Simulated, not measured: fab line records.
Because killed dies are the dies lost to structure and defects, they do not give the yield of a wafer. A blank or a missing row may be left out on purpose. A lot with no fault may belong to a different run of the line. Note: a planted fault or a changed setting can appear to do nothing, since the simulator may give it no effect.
Struck lot and sound lot, side by side | flow rit cmos | 15 out of 202 route steps
Sound: the wafers L930.1, L930.2, L930.5. Wafers L940.2, L940.3, L940.5 were the ones struck. The cause is named last.
Order at every step that has rows: each side's tool, ch and its chambers, its first start. Under that, the readings that differ: sound wafers | struck wafers | difference of the means | sigmas: that difference in standard deviations of wafers without a fault.
alike: readings whose means differ by less than 2 such deviations, and words and numbers that are the same on both sides. not compared: withheld readings, readings that some wafer has no value for, bounds like >300 that may hide the same value, and numbers for which the record gives no deviation and whose values overlap.
The two part at a step that has a row with sigmas, a row that says differs or no value, or rows on one side only. Non-overlapping numbers with no deviation appear without sigmas and do not part them. A reading that every wafer of one side lacks parts them only if that side has two wafers or more.

first, 1 step without rows for these wafers: RIT_NLDD_IMPLANT_08.
RIT_NLDD_STRIP_09: strips in O2, time 180 s.
  sound on plasma asher-03 ch 0,1, day 3 06:11; struck on plasma asher-04 ch 0,1, day 5 07:14
  alike: drypump motor current A, o2 flow sccm
  not compared: rf hours counter h
RIT_NLDD_TW_MEAS_10:
  sound on film metro-01, day 3 06:22; struck on film metro-01, day 5 07:26
  alike: NLDD_TW
then, 6 steps without rows for these wafers: RIT_PLDD_HMDS_00 (prime time 60 s); RIT_PLDD_COAT_01 (resist thk 1000 nm); RIT_PLDD_SOFTBAKE_02 (time 60 s); RIT_PLDD_EXPOSE_03 (exposes mask M8, target cd 40900 nm); RIT_PLDD_PEB_04; RIT_PLDD_DEVELOP_05 (develop time 51.36 s).
RIT_PLDD_OVL_MEAS_06:
  sound on overlay-01, day 3 07:16; struck on overlay-02, day 5 08:20
  reading       | sound       | struck         | difference | sigmas
  PLDD_OVL (nm) | 2.0 1.8 2.1 | -1.7 -1.4 -0.6 | -3.2       | -2
then, 2 steps without rows for these wafers: RIT_PLDD_HARDBAKE_07 (time 60 s); RIT_PLDD_IMPLANT_08.
RIT_PLDD_STRIP_09: strips in O2, time 180 s.
  sound on plasma asher-03 ch 0,1, day 3 07:36; struck on plasma asher-03 ch 0,1, day 5 08:40
  reading             | sound          | struck         | difference | sigmas
  o2 flow sccm (sccm) | 4013 4000 3989 | 4805 4822 4778 | +801       | +62
  alike: drypump motor current A
  not compared: rf hours counter h
RIT_PLDD_TW_MEAS_10:
  sound on film metro-01, day 3 07:47; struck on film metro-01, day 5 08:51
  alike: PLDD_TW
RIT_M1_PROBE_99:
  sound on prober-02, day 4 01:25; struck on prober-01, day 5 22:43
  alike: killed at contacts, killed at front end, killed dies, killed open, killed short

## WHERE THEY PART
Last at RIT_PLDD_STRIP_09 as far as this record goes, first at RIT_PLDD_OVL_MEAS_06. Later steps at which nothing parts them and some readings are alike: RIT_PLDD_TW_MEAS_10, RIT_M1_PROBE_99.

WHY: the cause the simulator had injected
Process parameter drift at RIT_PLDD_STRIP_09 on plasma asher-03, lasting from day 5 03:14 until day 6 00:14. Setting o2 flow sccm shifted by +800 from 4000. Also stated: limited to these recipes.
